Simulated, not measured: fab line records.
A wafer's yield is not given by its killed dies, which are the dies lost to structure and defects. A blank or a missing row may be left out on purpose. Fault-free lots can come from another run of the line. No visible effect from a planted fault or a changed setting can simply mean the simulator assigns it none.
Lot-split experiment | flow berkeley-cmos170 | 23 wafers read across 5 lots, on a route 331 steps long

== SPLIT DETAILS ==
At UCB170_PWELL_ETCH_14 (etches Si3N4 in CH3F/Ar/O2, stops on SiO2, target depth 242 nm, time 151 s), the setting time-s was moved away from the recipe's 151 s on 10 of the 23 wafers read, by -10.6% to +6.8%. This setting was run at the recipe's value on the other wafers.

The reading comes from the split's own step.

== THE READING ==
KrF_of_PWELL_COAT_08.thk-nm (the simulator's own value, which no gauge read), in nm, at UCB170_PWELL_ETCH_14 (etches Si3N4 in CH3F/Ar/O2, stops on SiO2, target depth 242 nm, time 151 s). The file gives no usual value for it. Here, 13 wafers ran the recipe; their average is 724.9 nm with a standard deviation of 4.5 nm.

wafer  | tool, chamber at the split | time-s as run, s | against the recipe | KrF_of_PWELL_COAT_08.thk-nm, nm | against lot-mates on the recipe
L076.2 | rie-diel-03, 0             | 136.2            | -9.8%              | 736.3                           | +13.6
L076.3 | rie-diel-03, 2             | 151              | recipe             | 723.7                           | -
L076.4 | rie-diel-03, 3             | 151              | recipe             | 722.3                           | -
L076.5 | rie-diel-03, 2             | 136.2            | -9.8%              | 739.2                           | +16.5
L076.6 | rie-diel-03, 3             | 151              | recipe             | 722.2                           | -
L079.2 | rie-diel-04, 3             | 135              | -10.6%             | 738.9                           | +18.1
L079.3 | rie-diel-04, 2             | 151              | recipe             | 718.5                           | -
L079.4 | rie-diel-04, 1             | 151              | recipe             | 720.6                           | -
L079.5 | rie-diel-04, 1             | 151              | recipe             | 723.4                           | -
L079.6 | rie-diel-04, 2             | 135              | -10.6%             | 734.2                           | +13.4
L082.1 | rie-diel-01, 3             | 136.4            | -9.7%              | 746                             | +13.5
L082.3 | rie-diel-01, 2             | 151              | recipe             | 733.3                           | -
L082.4 | rie-diel-01, 0             | 136.4            | -9.7%              | 745.1                           | +12.6
L082.5 | rie-diel-01, 1             | 151              | recipe             | 731.7                           | -
L082.6 | rie-diel-01, 2             | 136.4            | -9.7%              | 748.1                           | +15.6
L083.1 | rie-diel-03, 2             | 161.3            | +6.8%              | 713.8                           | -8.2
L083.2 | rie-diel-03, 0             | 161.3            | +6.8%              | 710.8                           | -11.2
L083.3 | rie-diel-03, 3             | 151              | recipe             | 723.9                           | -
L083.4 | rie-diel-03, 2             | 151              | recipe             | 720                             | -
L083.5 | rie-diel-03, 3             | 161.3            | +6.8%              | 712.2                           | -9.8
L085.2 | rie-diel-01, 1             | 151              | recipe             | 725.4                           | -
L085.3 | rie-diel-01, 2             | 151              | recipe             | 728.7                           | -
L085.4 | rie-diel-01, 3             | 151              | recipe             | 730.1                           | -

FIT RESULTS
A straight line over all 23 wafers: KrF_of_PWELL_COAT_08.thk-nm changes by -1.67 nm for each +1% of time-s; r = -0.90; the points scatter about the line by 4.7 nm.
The same after taking each lot's own level away (the mean of its wafers on the recipe; 23 wafers): -1.46 nm for each +1%; r = -0.98; scatter 1.7 nm.
According to that fit, moving time-s by its largest amount changes the reading by 16 nm.
From 720.83 to 732.50 nm: that is the span of the lots' own levels, equal to 2.6 times the standard deviation above.
Thus the slope moves with the lot-to-lot level: the two fits are different.
Check: +15.2 nm against its lot-mates is what the line predicts for one of the wafers moved furthest among these (-10.6%) when that wafer is left out of the fit. It came out at +18.1 nm against them.

== FURTHER SPLITS ON THESE WAFERS ==
Other splits were also applied to these wafers ahead of the reading. Each is held against what the fit with the lots' levels taken away leaves over:
other split on the same wafers      | wafers away from the commonest value | r with KrF_of_PWELL_COAT_08.thk-nm (lot level and that fit taken away)
UCB170_NWELL_COAT_07 spin-rpm       | 9                                    | +0.04
UCB170_NWELL_ETCH_13 over-etch-frac | 5                                    | +0.31
UCB170_PWELL_CVD_05 pressure-mtorr  | 18                                   | +0.00

== THE WHOLE CHAIN: every reading that the file lists as answering this split, in the file's order ==
step                  | what it does                                                               | reading                                                                      | change (the file's fit)              | r (the file's)
UCB170_PWELL_ETCH_14  | etches Si3N4 in CH3F/Ar/O2, stops on SiO2, target depth 242 nm, time 151 s | KrF_of_PWELL_COAT_08.thk-nm (the simulator's own value, which no gauge read) | -1.48 nm for each +1% of the setting | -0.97
UCB170_PWELL_STRIP_16 | strips in O2                                                               | strip-time-to-endpoint-s                                                     | withheld for each +1% of the setting | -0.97

== FILE'S OWN FIT ==
KrF_of_PWELL_COAT_08.thk-nm changes by -1.48 nm for each +1% of time-s, r = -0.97.
